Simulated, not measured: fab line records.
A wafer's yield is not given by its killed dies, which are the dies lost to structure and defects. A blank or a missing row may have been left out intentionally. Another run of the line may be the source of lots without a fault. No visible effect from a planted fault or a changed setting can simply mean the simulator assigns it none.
Split-lot trial    flow ritCmos    23 wafers read from 5 lots, route of 202 steps

== THE SPLIT ITSELF ==
At RIT_SPACER_CVD_03 (deposits Si3N4 from SiH2Cl2/NH3, target thk 250 nm, time 3300 s), the setting pressureMtorr was moved away from the recipe's 300 mTorr on 20 of the 23 wafers read, by -8.2% to +14.9%. All remaining wafers had this setting at the recipe value.

The file shows no step between the split and the reading.

== THE READING ==
At RIT_SPACER_THK_MEAS_04: SPACER_NITRIDE_THK, given in nm. A value of 249.6 nm with a standard deviation of 1.8 nm is what fault-free wafers of this fab line usually give.

wafer   tool, chamber at the split  pressureMtorr as run, mTorr  against the recipe  SPACER_NITRIDE_THK, nm  against lot-mates on the recipe
L074.1  lpcvd-01, 0                 300                          recipe              250.5                   -
L074.2  lpcvd-01, 0                 300                          recipe              250.9                   -
L074.5  lpcvd-01, 0                 300                          recipe              250.6                   -
L075.1  -, -                        275.3                        -8.2%               243.0                   no lot-mate on the recipe
L075.2  -, -                        275.3                        -8.2%               244.4                   no lot-mate on the recipe
L075.4  -, -                        275.3                        -8.2%               243.0                   no lot-mate on the recipe
L075.5  -, -                        275.3                        -8.2%               244.6                   no lot-mate on the recipe
L075.6  -, -                        275.3                        -8.2%               245.4                   no lot-mate on the recipe
L079.1  -, -                        315.8                        +5.3%               254.0                   no lot-mate on the recipe
L079.2  -, -                        315.8                        +5.3%               254.9                   no lot-mate on the recipe
L079.4  -, -                        315.8                        +5.3%               253.3                   no lot-mate on the recipe
L079.5  -, -                        315.8                        +5.3%               255.8                   no lot-mate on the recipe
L079.6  -, -                        315.8                        +5.3%               256.0                   no lot-mate on the recipe
L080.1  -, -                        344.8                        +14.9%              261.5                   no lot-mate on the recipe
L080.2  -, -                        344.8                        +14.9%              258.2                   no lot-mate on the recipe
L080.4  -, -                        344.8                        +14.9%              259.0                   no lot-mate on the recipe
L080.5  -, -                        344.8                        +14.9%              259.2                   no lot-mate on the recipe
L080.6  -, -                        344.8                        +14.9%              257.9                   no lot-mate on the recipe
L085.1  -, -                        285.7                        -4.8%               244.4                   no lot-mate on the recipe
L085.2  -, -                        285.7                        -4.8%               244.7                   no lot-mate on the recipe
L085.3  -, -                        285.7                        -4.8%               243.5                   no lot-mate on the recipe
L085.4  -, -                        285.7                        -4.8%               244.3                   no lot-mate on the recipe
L085.6  -, -                        285.7                        -4.8%               244.6                   no lot-mate on the recipe

THE FIT
A straight line over all 23 wafers: SPACER_NITRIDE_THK changes by +0.708 nm for each +1% of pressureMtorr; r = +0.97; the points scatter about the line by 1.6 nm.
Too few moved wafers have a lot-mate on the recipe to fit a line with each lot's own level taken away.

== THE WHOLE CHAIN: every reading that the file lists as answering this split, in the file's order ==
step                    what it does                                                     reading                                                                        change (the file's fit)                r (the file's)
RIT_SPACER_CVD_03       deposits Si3N4 from SiH2Cl2/NH3, target thk 250 nm, time 3300 s  Si3N4_of_SPACER_CVD_03.thkNm (the simulator's own value, which no gauge read)  +0.706 nm for each +1% of the setting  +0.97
RIT_SPACER_THK_MEAS_04                                                                   SPACER_NITRIDE_THK                                                             +0.707 for each +1% of the setting     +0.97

== FILE'S OWN FIT ==
SPACER_NITRIDE_THK changes by +0.707 nm for each +1% of pressureMtorr, r = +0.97.
